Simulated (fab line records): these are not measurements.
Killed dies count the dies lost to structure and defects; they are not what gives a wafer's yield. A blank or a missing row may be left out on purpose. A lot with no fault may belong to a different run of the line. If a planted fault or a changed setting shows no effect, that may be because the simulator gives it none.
The same fault as seen by 2 desks    flow berkeley-cmos170    numbers are kept per desk, each desk with only its own; the story behind them comes last

AT THE METROLOGY DESK
What the gauges read, lot by lot, whatever tool the lot ran on: means of the sampled wafers that have a number. Any lot whose mean is over 4 standard deviations away from the usual mean is out of limits and marked OUT; that distance is given in the brackets.
Columns: A = cd-nm at UCB170_GATE_CD_MEAS_90, usual 350.5 nm
lot   first seen here  A
L620  day 5 22:13      350.2
L621  day 6 18:38      349.6
L624  day 7 05:01      350.4
L625  day 7 05:34      350.2
L631  day 7 16:08      348.5
L629  day 7 16:11      351.6
L627  day 7 16:22      349.5
L626  day 7 16:36      348.2
L628  day 8 11:09      350.8
L635  day 9 10:10      351.6
L634  day 9 10:11      348.5
L642  day 10 10:05     349.6
This desk found nothing out of limits on any of the 12 lots.

AT THE TOOL OWNER'S DESK: lpcvd-01
The tool's own readings at UCB170_GATE_CVD_04 (deposits poly-Si from SiH4, time 1440 s, target thk 214 nm): means of the sampled wafers that have a number, for each lot that ran on this tool. Any lot whose mean is over 4 standard deviations away from the usual mean is out of limits and marked OUT; that distance is given in the brackets.
Columns: A = pressure-mtorr at UCB170_GATE_CVD_04, usual 374.7 mTorr; B = sih4-flow-sccm at UCB170_GATE_CVD_04, usual 120.0 sccm
lot   first seen here  A      B
L621  day 6 14:58      375.2  120.1
L624  day 7 01:26      375.6  119.8
L625  day 7 01:26      374.0  120.2
L628  day 8 07:17      374.3  119.7
L634  day 9 05:40      374.3  119.7
L635  day 9 05:40      375.3  120.1
L642  day 10 05:49     374.9  119.8
This desk found nothing out of limits on any of the 7 lots.

TAKEN TOGETHER
From the metrology desk's view, nothing was out of limits.
The tool owner's desk saw nothing out of limits.

WHAT THE SIMULATOR HAD INSERTED
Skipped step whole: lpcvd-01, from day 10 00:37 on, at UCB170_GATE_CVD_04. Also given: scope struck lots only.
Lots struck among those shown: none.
